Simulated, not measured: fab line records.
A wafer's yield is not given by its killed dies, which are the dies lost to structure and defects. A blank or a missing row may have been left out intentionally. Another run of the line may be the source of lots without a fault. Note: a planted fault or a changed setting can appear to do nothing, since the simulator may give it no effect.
Split-lot trial    flow rit cmos    23 wafers read from 5 lots, route of 202 steps

== THE SPLIT ITSELF ==
At RIT_NLDD_IMPLANT_08, the setting energy kev was moved away from the recipe's 20 on 11 of the 23 wafers read, by -4.9% to +5.8%. This setting was run at the recipe's value on the other wafers.

== FROM SPLIT TO READING: 1 step shown by the file between the two ==
- RIT_NLDD_STRIP_09: strips in O2, time 180 s

== THE READING ==
NLDD_TW, at RIT_NLDD_TW_MEAS_10. Fault-free wafers of this fab line usually give 2490, standard deviation 10.

wafer   tool, chamber at the split  energy kev as run  against the recipe  NLDD_TW  against lot-mates on the recipe
L076.1  implanter-02, 0             21.17              +5.8%               2531     +40
L076.2  implanter-02, 0             20                 recipe              2488     -
L076.4  implanter-02, 0             20                 recipe              2493     -
L076.5  implanter-02, 0             21.17              +5.8%               2533     +42
L076.6  implanter-02, 0             21.17              +5.8%               2548     +58
L077.2  implanter-02, 0             19.02              -4.9%               2447     -46
L077.3  implanter-02, 0             19.02              -4.9%               2454     -38
L077.4  implanter-02, 0             20                 recipe              2487     -
L077.5  implanter-02, 0             20                 recipe              2498     -
L077.6  implanter-02, 0             19.02              -4.9%               2452     -40
L079.1  implanter-04, 0             20                 recipe              2475     -
L079.3  implanter-04, 0             20                 recipe              2492     -
L079.4  implanter-04, 0             19.67              -1.6%               2475     -5
L079.5  implanter-04, 0             19.67              -1.6%               2467     -13
L079.6  implanter-04, 0             20                 recipe              2472     -
L084.1  implanter-02, 0             20                 recipe              2473     -
L084.4  implanter-02, 0             20                 recipe              2481     -
L084.5  implanter-02, 0             20                 recipe              2467     -
L085.1  implanter-02, 0             19.46              -2.7%               2454     -26
L085.2  implanter-02, 0             20                 recipe              2479     -
L085.3  implanter-02, 0             19.46              -2.7%               2463     -16
L085.5  implanter-02, 0             20                 recipe              2480     -
L085.6  implanter-02, 0             19.46              -2.7%               2464     -16

FIT RESULTS
A straight line over all 23 wafers: NLDD_TW changes by +8.22 for each +1% of energy kev; r = +0.95; the points scatter about the line by 8.7.
The same after taking each lot's own level away (the mean of its wafers on the recipe; 23 wafers): +8.02 for each +1%; r = +0.97; scatter 6.
That fit puts the effect of the largest move of energy kev on the reading at 47.
The span of the lots' own levels, 2473.7 to 2492.5, comes to 1.9 times the standard deviation stated above.
The two slopes are in agreement: the lot-to-lot level therefore moves the slope only a little.
Check: for one of the wafers moved furthest among these (+5.8%), held out of the fit, the line's prediction against its lot-mates is +49.5. It came out at +40.5 against them.

== THE WHOLE CHAIN: every reading that the file lists as answering this split, in the file's order ==
step                 what it does  reading                                                          change (the file's fit)                 r (the file's)
RIT_NLDD_IMPLANT_08                implant.rp nm (the simulator's own value, which no gauge read)   +0.19 nm for each +1% of the setting    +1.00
RIT_NLDD_IMPLANT_08                implant.drp nm (the simulator's own value, which no gauge read)  +0.0781 nm for each +1% of the setting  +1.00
RIT_NLDD_TW_MEAS_10                NLDD_TW                                                          +7.98 for each +1% of the setting       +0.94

== THE FILE'S OWN FIT ==
NLDD_TW changes by +7.98 for each +1% of energy kev, r = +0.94.
